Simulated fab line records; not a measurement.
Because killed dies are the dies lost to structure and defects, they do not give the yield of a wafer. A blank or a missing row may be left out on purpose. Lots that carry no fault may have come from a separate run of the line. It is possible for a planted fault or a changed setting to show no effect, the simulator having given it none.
Problem report in the 8D (eight disciplines) form, filled by code || flow rit cmos || the parts of the form that need people (team, actions taken, sign-off) are left out

## 1. WHAT IS WRONG
CONTACT_TEOS_THK at RIT_CONTACT_THK_MEAS_01 reads a mean of 624 nm on 2 wafers of 2 lots; wafers without a fault read 400 nm with a standard deviation of 4.9. That is +46 standard deviations from the usual mean.
The first sign was on wafer L542.2 at day 6 12:26, on film metro-01. The record has a number at this step for 42 wafers belonging to 14 lots. By rule, "out" or "out of limits" means more than 4 standard deviations away from the usual mean. All remaining wafers that have a number are taken as sound.

## 2. WHAT IT IS; WHAT IT IS NOT
{"question": "which readings at this step", "is": "CONTACT_TEOS_THK", "is not": "-"}
{"question": "which lots", "is": "L542, L545", "is not": "L527, L528, L529, L530, L531, L534, L535, L536, L537, L546, L547, L549"}
{"question": "which wafers of those lots", "is": "L542.2, L545.1", "is not": "L542.4, L542.5, L545.2, L545.4"}
{"question": "read on which gauges", "is": "film metro-01, film metro-03", "is not": "film metro-04"}
{"question": "when", "is": "from day 6 12:26", "is not": "up to then (29 sound wafers); but 11 sound wafers of L545, L546, L547, L549 came after"}

## 3. SUSPECTS, AND WHAT RULES EACH OUT
Counting: if a tool at a process step up to the reading ran every lot that is out, it stays a suspect. Sound lots after the first of them don't rule it out here, since some wafers of a struck lot are sound.
- the gauge at RIT_CONTACT_THK_MEAS_01 has been ruled out. Those wafers that are out were read across 2 gauges (film metro-01, film metro-03).
- pecvd-04 at RIT_CONTACT_CVD_00 (deposits SiO2 from TEOS, target thk 400 nm, time 61 s): kept. Every lot that is out went through it, the first being L542 (day 6 12:22); the last sound lot it ran before that was L536 (day 5 12:33). On those wafers its own readings are out: run length s.
- At RIT_CONTACT_CVD_00, inside pecvd-04: chamber 1 took the wafers that are out, while their sound lot-mates went through chambers 0, 2.
Left after counting: pecvd-04 at RIT_CONTACT_CVD_00.

## 4. THE CAUSE (what the simulator had put in)
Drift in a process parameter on pecvd-04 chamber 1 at RIT_CONTACT_CVD_00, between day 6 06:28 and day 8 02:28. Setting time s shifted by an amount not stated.
After counting, this tool was the only one left.

## 5. THE CHAIN OF EFFECTS, in route order
Each row: a reading where the mean over the struck wafers with a number is more than 3 standard deviations away from the usual. Only readings for which the record gives a usual standard deviation are gone through. hours: the time from each lot's start at the first step in this table that gives one to its start at this step, as a median over the lots. sigmas: the change in usual standard deviations.
{"hours": 0, "step": "RIT_CONTACT_CVD_00", "reading": "run length s", "usual": "88.9 s", "on struck wafers": 123.0, "change": "+34.1", "sigmas": "+74"}
{"hours": 0, "step": "RIT_CONTACT_THK_MEAS_01", "reading": "CONTACT_TEOS_THK", "usual": "400 nm", "on struck wafers": 624, "change": "+224", "sigmas": "+46"}
{"hours": 6, "step": "RIT_M1_PROBE_99", "reading": "killed at contacts", "usual": 0.1, "on struck wafers": 255.5, "change": "+255.4", "sigmas": "+99 or more"}
{"hours": 6, "step": "RIT_M1_PROBE_99", "reading": "killed dies", "usual": 7, "on struck wafers": 264, "change": "+257", "sigmas": "+86"}
{"hours": 6, "step": "RIT_M1_PROBE_99", "reading": "killed on rim", "usual": 1.8, "on struck wafers": 70.0, "change": "+68.2", "sigmas": "+57"}
The process steps in it:
- RIT_CONTACT_CVD_00: deposits SiO2 from TEOS, target thk 400 nm, time 61 s.
- RIT_M1_PROBE_99

## 6. HOW IT WOULD HAVE BEEN CAUGHT EARLIER
The first out-of-limits reading at a measuring or inspecting step in this record came at day 6 12:26, 6 hours after the fault's start at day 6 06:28.
At RIT_CONTACT_CVD_00, the tool's own readings (run length s) were out on each struck wafer the step has a row for, so an alarm limit on them would have fired on the first such wafer.
Among the 2 lots that are out, L545 began RIT_CONTACT_CVD_00 on pecvd-04 after day 6 12:26. Holding the tool at that time would have saved it.
